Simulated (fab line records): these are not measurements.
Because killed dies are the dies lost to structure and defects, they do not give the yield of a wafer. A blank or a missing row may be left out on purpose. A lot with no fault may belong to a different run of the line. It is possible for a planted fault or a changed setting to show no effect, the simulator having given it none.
Problem report in the 8D (eight disciplines) form, filled by code	flow rit_cmos	the parts of the form that need people (team, actions taken, sign-off) are left out

## 1. THE PROBLEM
Wafers with no fault read 249.4 W with a standard deviation of 0.77, whereas rf_fwd_power_W at RIT_SPACER_ETCHBACK_05 reads a mean of 373.5 W on 1 wafer of 1 lot. That is +99 or more standard deviations from the usual mean.
The step: etches Si3N4 in SF6/CHF3, stops on SiO2, target depth 250 nm, time 240 s.
Seen first at day 7 15:17 on rie_diel-03, wafer L949.3. At this step, 39 wafers from 13 lots have a number in the record. Rule for "out" (also "out of limits"): further than 4 standard deviations from the usual mean. The rest of the wafers with a number are treated as sound.

## 2. WHAT IT IS; WHAT IT IS NOT
question	is	is not
which readings at this step	rf_fwd_power_W	drypump_motor_current_A, oes_product_au, throttle_valve_pct
which lots	L949	L928, L929, L931, L932, L933, L934, L935, L938, L939, L940, L945, L950
which wafers of those lots	L949.3	L949.4, L949.6
read on which tools	rie_diel-03	rie_diel-02, rie_diel-04
when	from day 7 15:17	up to then (35 sound wafers); but 3 sound wafers of L950 came after

## 3. SUSPECTS, AND WHAT RULES EACH OUT
Counting: a tool at a process step up to the reading stays a suspect if it ran every lot that is out. Sound lots after the first of them don't rule it out here, since some wafers of a struck lot are sound.
- plasma_asher-03 at RIT_PLDD_STRIP_09 (strips in O2, time 180 s): kept. L949, the lot that is out, went through it at day 7 12:45; up to then, the latest sound lot through it was L935 at day 4 08:58.
- rie_diel-03 at RIT_SPACER_ETCHBACK_05 (etches Si3N4 in SF6/CHF3, stops on SiO2, target depth 250 nm, time 240 s): kept. L949, the lot that is out, went through it at day 7 15:17; up to then, the latest sound lot through it was L939 at day 5 17:16. On those wafers its own readings are out: rf_fwd_power_W.
- At RIT_SPACER_ETCHBACK_05, inside rie_diel-03: chamber 1 took the wafers that are out, while their sound lot-mates went through chambers 0, 3.
After counting, plasma_asher-03 at RIT_PLDD_STRIP_09 and rie_diel-03 at RIT_SPACER_ETCHBACK_05 remain.

## 4. THE CAUSE (what the simulator had put in)
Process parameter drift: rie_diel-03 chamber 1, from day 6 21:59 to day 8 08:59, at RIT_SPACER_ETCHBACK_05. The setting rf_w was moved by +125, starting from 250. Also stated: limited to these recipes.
Of the 2 suspects that counting leaves, this tool is one.

## 5. THE CHAIN OF EFFECTS, in route order
Each row: a reading whose mean over the struck wafers that have a number lies more than 3 standard deviations from the usual. Scope: only readings with a usual standard deviation given in the record; hours: median across lots of the time from each lot's start at the first step in this table that gives one to its start at this step; sigmas: change in usual standard deviations.
hours	step	reading	usual	on struck wafers	change	sigmas
0	RIT_SPACER_ETCHBACK_05	rf_fwd_power_W	249.4 W	373.5	+124.1	+99 or more
It contains these process steps:
- RIT_SPACER_ETCHBACK_05: etches Si3N4 in SF6/CHF3, stops on SiO2, target depth 250 nm, time 240 s.

## 6. WHAT WOULD HAVE CAUGHT IT SOONER
First out-of-limits reading in this record: day 7 15:17, which is 17 hours after fault onset at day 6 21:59.
